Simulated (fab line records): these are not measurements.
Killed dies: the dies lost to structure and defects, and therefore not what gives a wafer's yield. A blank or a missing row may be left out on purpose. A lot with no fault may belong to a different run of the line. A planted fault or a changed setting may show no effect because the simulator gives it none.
One fault seen from 2 desks -- flow berkeleyCmos170 -- numbers are kept per desk, each desk with only its own; the story behind them comes last

== FROM THE METROLOGY DESK ==
Lot by lot, what the gauges showed, no matter which tool ran the lot: averages of those sampled wafers that carry a number. A lot is out of limits, marked OUT, if its mean lies more than 4 standard deviations from the usual mean; the brackets give that distance.
Columns: A = M1_AL_RS at UCB170_M1_RS_MEAS_01, usual 0.0482 ohm/sq; B = M1_AL_THK at UCB170_M1_THK_MEAS_02, usual 600 nm; C = cdNm at UCB170_M1_CD_MEAS_09, usual 699.9 nm; D = M1_OVL at UCB170_M1_OVL_MEAS_10, usual -4 nm
lot,first seen here,A,B,C,D
L240,day 7 06:29,0.0481,603,701.2,-3
L242,day 8 06:50,0.0481,600,700.1,-7
L249,day 9 02:03,0.0479,607,698.2,-3
L247,day 9 02:15,0.0490,590,701.9,-4
L248,day 9 02:59,0.0477,611,700.1,-5
L250,day 9 16:44,0.0479,604,698.9,-13
L254,day 10 08:16,0.0482,598,698.7,-3
This desk's verdict: no lot among the 7 shows anything out of limits.

== FOR THE TOOL OWNER'S DESK: rieMetal-03 ==
The tool's own readings at UCB170_M1_METAL_ETCH_12 (etches Al in Cl2/BCl3, stops on PSG, target depth 780 nm, time 130 s): means of the sampled wafers that have a number, for each lot that ran on this tool. A lot is out of limits, marked OUT, if its mean lies more than 4 standard deviations from the usual mean; the brackets give that distance.
Columns: A = drypumpMotorCurrentA at UCB170_M1_METAL_ETCH_12, usual 5.6 A; B = oesProductAu at UCB170_M1_METAL_ETCH_12, usual 0.860 a.u.; C = rfFwdPowerW at UCB170_M1_METAL_ETCH_12, usual 597.5 W; D = throttleValvePct at UCB170_M1_METAL_ETCH_12, usual 24.43 %
lot,first seen here,A,B,C,D
L242,day 8 08:28,5.4,0.857,595.5,24.31
L249,day 9 04:27,5.4,0.861,549.4 (-28) OUT,24.31
L248,day 9 05:23,5.3,0.871,574.8 (-13) OUT,24.41
L250,day 9 18:17,5.4,0.863,549.4 (-28) OUT,24.30
Finding of this desk: L248, L249, L250 out of limits; the first was L249 at day 9 04:27, on rfFwdPowerW at UCB170_M1_METAL_ETCH_12. L242: within limits.

== TAKEN TOGETHER ==
An alarm could have come from the tool owner's desk at day 9 04:27, on L248, L249, L250.
The metrology desk saw nothing out of limits.
The metrology desk holds a record of L248, L249, L250, inside its limits.
All the named lots went through UCB170_M1_METAL_ETCH_12 on rieMetal-03.

== WHAT WAS PUT IN BY THE SIMULATOR ==
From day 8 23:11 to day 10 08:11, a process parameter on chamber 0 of rieMetal-03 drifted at UCB170_M1_METAL_ETCH_12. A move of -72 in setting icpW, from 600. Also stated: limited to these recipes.
Shown lots that were struck: L248, L249, L250.
Each desk's first reading out of limits, in hours after the fault started: the tool owner's desk, 5.
